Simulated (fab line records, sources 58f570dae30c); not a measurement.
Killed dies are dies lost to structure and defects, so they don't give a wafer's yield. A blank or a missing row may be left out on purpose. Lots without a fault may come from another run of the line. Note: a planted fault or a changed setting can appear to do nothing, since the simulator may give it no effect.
fab line records | flow berkeley-cmos170
record lots=7 wafers=21 last-day=13
route steps=331 shown START@1 ZERO@6
lots that met no fault: from a run of the same line without faults
start-h: hours from the record's opening day to when the first of the lot's shown wafers began | wait-h: how many hours have passed since the lot's step before this one | " unchanged from the row above | L1.1+2: a row that stands for several wafers | - no value, or no start given | * or withheld: withheld | < > ~ a bound
route shown NAME@n: a module of which the file shows steps, and the number in the route of the first | usual: the fault-free wafers' mean and standard deviation | same: alike in all rows | chamber/n: place in a boat | sites: each site's reading | _std_site: standard deviation across them | _edge_site: the outer-site mean with the inner-site mean subtracted | radius-mm: how far each site lies from the wafer's centre | mask NAME#n: copy n | behind: the last tool/chamber to shape the wafer | hold: reason for holding the lot/hours on hold/outcome of the hold | device: whichever transistor did not switch (one of n, p or np) | end of line: the same wafers' tests at the end of the route | for a step that has no rows: nothing shown but its recipe | killed: count of dies lost to structure and defects at first sort (not the wafer's yield) | map: per-die view of a wafer (x killed, . not killed, _ where there is no die)
set.NAME: the setting as run; set.NAME@STEP: as run at that earlier step | model.NAME: the simulator's own value behind a step, which no gauge read
lots at some steps of the route; a table a step, a row a wafer
## steps
# step UCB170_START_BOW_MEAS_00
# recipe mode=bow
# usual INCOMING_BOW=0/6.3
# columns lot.wafer tool chamber start-h wait-h INCOMING_BOW[um]
L298.2 film-metro-01 - 30.02 - 0
L298.3 " - " " -3
L298.4 " - " " 1
L299.4 film-metro-04 - 35.16 - 0
L299.5 " - " " 3
L299.6 " - " " -2
L309.1 film-metro-01 - 85.00 - 5
L309.5 " - " " 6
L309.6 " - " " 0
L310.1 film-metro-02 - 90.00 - -10
L310.3 " - " " -3
L310.4 " - " " 0
L311.2 film-metro-02 - 95.02 - -6
L311.3 " - " " 1
L311.5 " - " " -5
L314.1 film-metro-02 - 110.00 - -6
L314.4 " - " " 0
L314.6 " - " " -4
L316.1 film-metro-04 - 120.00 - -5
L316.3 " - " " -8
L316.4 " - " " -5
# step UCB170_START_CLEAN_01
# recipe chemistry=dHF dilution=25:1 time-s=60
# step UCB170_START_OXIDATION_02
# recipe temp-c=950 ambient=O2 target-thk-a=200 ox-time-s=1800
# step UCB170_START_THK_MEAS_03
# recipe reads=SiO2_of_START_OXIDATION_02
# usual START_OXIDE_THK=20.1/0.37
# columns lot.wafer tool chamber start-h wait-h START_OXIDE_THK[nm]
L298.2 film-metro-04 - 35.68 0.0 20.4
L298.3 " - " " 20.5
L298.4 " - " " 20.4
L299.4 film-metro-01 - 40.99 0.0 19.8
L299.5 " - " " 20.0
L299.6 " - " " 19.9
L309.1 film-metro-01 - 88.71 0.0 20.3
L309.5 " - " " 20.4
L309.6 " - " " 20.3
L310.1 film-metro-01 - 95.15 0.0 19.3
L310.3 " - " " 19.3
L310.4 " - " " 19.3
L311.2 film-metro-01 - 98.92 0.0 20.0
L311.3 " - " " 19.8
L311.5 " - " " 20.1
L314.1 film-metro-02 - 115.19 0.0 20.2
L314.4 " - " " 20.5
L314.6 " - " " 20.2
L316.1 film-metro-01 - 125.86 0.0 20.2
L316.3 " - " " 20.2
L316.4 " - " " 20.7
# step UCB170_START_ANNEAL_04
# recipe temp-c=950 time-s=1200 ambient=N2
# step UCB170_ZERO_HMDS_00
# recipe prime-time-s=60 prime-temp-c=100
# step UCB170_ZERO_COAT_01
# recipe resist=KrF spin-rpm=1500 resist-thk-nm=900
# step UCB170_ZERO_SOFTBAKE_02
# recipe resist=KrF temp-c=130 time-s=60
# step UCB170_ZERO_EXPOSE_03
# recipe mask-id=PM_MARKS na=0.5 sigma-outer=0.6 source-shape=conventional target-cd-nm=4000 dose-mj=30
# step UCB170_ZERO_PEB_04
# recipe peb-temp-c=130 peb-time-s=withheld resist=KrF
# usual chill-plate-temp-C=22.99/0.1 exhaust-pa=45.1/0.81 heater-power-total-W=56.80/0.04
# columns lot.wafer tool chamber start-h wait-h chill-plate-temp-C exhaust-pa heater-power-total-W
L298.2 litho-track-04 0 42.34 0.5 22.93 44.5 56.86
L298.3 " 0 " " 22.83 44.3 56.89
L298.4 " 0 " " 22.99 44.3 56.75
L299.4 litho-track-01 0 49.42 0.4 22.91 44.2 56.77
L299.5 " 0 " " 22.91 45.6 56.88
L299.6 " 0 " " 22.91 44.4 56.81
L309.1 litho-track-01 - 95 - - - -
L309.5 " - " " - - -
L309.6 " - " " - - -
L310.1 litho-track-03 - 99.85 0.1 - - -
L310.3 " - " " - - -
L310.4 " - " " - - -
L311.2 litho-track-01 - 103.30 0.1 - - -
L311.3 " - " " - - -
L311.5 " - " " - - -
L314.1 litho-track-01 0 121.92 0.4 22.80 46.2 56.78
L314.4 " 0 " " 23.05 45.0 56.84
L314.6 " 0 " " 23.06 46.2 56.84
L316.1 litho-track-03 0 131.93 0.1 23.09 44.6 56.85
L316.3 " 0 " " 22.97 45.5 56.77
L316.4 " 0 " " 23.16 43.9 56.76
# step UCB170_ZERO_DEVELOP_05
# recipe developer=TMAH develop-time-s=45 resist=KrF dev-temp-c=21
## key
first-sign step=UCB170_ZERO_PEB_04 reading=tool-record direction=missing
effect none on later readings
met-at UCB170_ZERO_PEB_04
struck-wafers L309.1,L309.5,L309.6,L310.1,L310.3,L310.4,L311.2,L311.3,L311.5
later-rows-left-out L309.1,L309.5,L309.6,L310.1,L310.3,L310.4,L311.2,L311.3,L311.5
sort-left-out L309.1,L309.5,L309.6,L310.1,L310.3,L310.4,L311.2,L311.3,L311.5
tester-left-out L309,L310,L311
onset-between 49.42 95
fault kind=skipped-step-whole tool=litho-track-01,litho-track-03 chamber=- onset-h=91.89 steps=UCB170_ZERO_PEB_04 scope=struck-lots-only
# tester-left-out: of these lots the tester's yield and bins aren't shown, on N5 and GAA mostly nor the transistor test; their killed dies are dies lost to structure and defects alone, not to doping, threshold or leakage, so they don't give the yield
# sort-left-out: the simulated sort isn't trusted on such a fault, so these wafers' sort isn't shown, and their yield isn't known
# later-rows-left-out: the simulator's readings of these wafers behind a module that went badly wrong aren't trusted and aren't shown, but for the sort
